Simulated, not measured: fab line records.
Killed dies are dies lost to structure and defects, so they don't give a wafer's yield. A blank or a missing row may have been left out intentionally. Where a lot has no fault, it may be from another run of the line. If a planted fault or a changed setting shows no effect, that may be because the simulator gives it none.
Split-lot trial | flow rit-cmos | 23 wafers read from 5 lots, route of 202 steps

SPLIT DETAILS
At RIT_NRETRO_IMPLANT_08, the setting energy-kev was moved away from the recipe's 70 on 8 of the 23 wafers read, by -5.8% to +2.0%. All remaining wafers had this setting at the recipe value.

The reading comes from the split's own step.

THE READING
The simulator's own value implant.drp-nm, read by no gauge, in nm at RIT_NRETRO_IMPLANT_08. The file does not state a usual value for it.

wafer  | tool, chamber at the split | energy-kev as run | against the recipe | implant.drp-nm, nm | against lot-mates on the recipe
L075.1 | implanter-02, 0            | 70                | recipe             | 33.94              | -
L075.2 | implanter-02, 0            | 70                | recipe             | 33.94              | -
L075.3 | implanter-02, 0            | 70                | recipe             | 33.94              | -
L075.4 | implanter-02, 0            | 70                | recipe             | 33.94              | -
L075.5 | implanter-02, 0            | 70                | recipe             | 33.94              | -
L076.1 | implanter-03, 0            | 70                | recipe             | 33.94              | -
L076.4 | implanter-03, 0            | 70                | recipe             | 33.94              | -
L076.6 | implanter-03, 0            | 70                | recipe             | 33.94              | -
L076.3 | implanter-03, 0            | 68.21             | -2.6%              | 33.2               | -0.74
L076.5 | implanter-03, 0            | 68.21             | -2.6%              | 33.2               | -0.74
L079.1 | implanter-01, 0            | 71.38             | +2.0%              | 34.5               | +0.56
L079.5 | implanter-01, 0            | 71.38             | +2.0%              | 34.5               | +0.56
L079.6 | implanter-01, 0            | 71.38             | +2.0%              | 34.5               | +0.56
L079.3 | implanter-01, 0            | 70                | recipe             | 33.94              | -
L079.4 | implanter-01, 0            | 70                | recipe             | 33.94              | -
L080.3 | implanter-01, 0            | 70                | recipe             | 33.94              | -
L080.4 | implanter-01, 0            | 70                | recipe             | 33.94              | -
L080.6 | implanter-01, 0            | 70                | recipe             | 33.94              | -
L083.1 | implanter-01, 0            | 70                | recipe             | 33.94              | -
L083.4 | implanter-01, 0            | 70                | recipe             | 33.94              | -
L083.3 | implanter-01, 0            | 65.93             | -5.8%              | 32.24              | -1.70
L083.5 | implanter-01, 0            | 65.93             | -5.8%              | 32.24              | -1.70
L083.6 | implanter-01, 0            | 65.93             | -5.8%              | 32.24              | -1.70

FIT RESULTS
A straight line over all 23 wafers: implant.drp-nm changes by +0.291 nm for each +1% of energy-kev; r = +1.00; the points scatter about the line by 0.0056 nm.
The same after taking each lot's own level away (the mean of its wafers on the recipe; 23 wafers): +0.291 nm for each +1%; r = +1.00; scatter 0.0056 nm.
According to that fit, moving energy-kev by its largest amount changes the reading by 1.7 nm.
The lots' own levels span 33.940 to 33.940 nm.
Consequently the slope shifts little with the lot-to-lot level, the two slopes agreeing.
Check: with one of the wafers moved furthest among these (-5.8%) left out of the fit, the line predicts -1.69 nm for it against its lot-mates. It came out at -1.7 nm against them.

OTHER SPLITS ON THESE WAFERS
These wafers also went through other splits before the reading. Each is held against what the fit with the lots' levels taken away leaves over:
other split on the same wafers  | wafers away from the commonest value | r with implant.drp-nm (lot level and that fit taken away)
RIT_ACTIVE_CVD_03 time-s        | 15                                   | +0.12
RIT_ACTIVE_COAT_06 spin-rpm     | 9                                    | -0.11
RIT_FOX1_OXIDATION_00 temp-c    | 15                                   | -0.06
RIT_FOX2_OXIDATION_00 ox-time-s | 15                                   | -0.25
RIT_NWELL_IMPLANT_08 dose-cm2   | 6                                    | +0.08
RIT_PWELL_IMPLANT_08 dose-cm2   | 5                                    | +0.11
RIT_NRETRO_SOFTBAKE_02 temp-c   | 7                                    | -0.05

THE WHOLE CHAIN: every reading that the file lists as answering this split, in the file's order
step                  | what it does | reading                                                         | change (the file's fit)               | r (the file's)
RIT_NRETRO_IMPLANT_08 |              | implant.rp-nm (the simulator's own value, which no gauge read)  | +0.869 nm for each +1% of the setting | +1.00
RIT_NRETRO_IMPLANT_08 |              | implant.drp-nm (the simulator's own value, which no gauge read) | +0.29 nm for each +1% of the setting  | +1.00

THE FILE'S OWN FIT
implant.drp-nm changes by +0.29 nm for each +1% of energy-kev, r = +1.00.
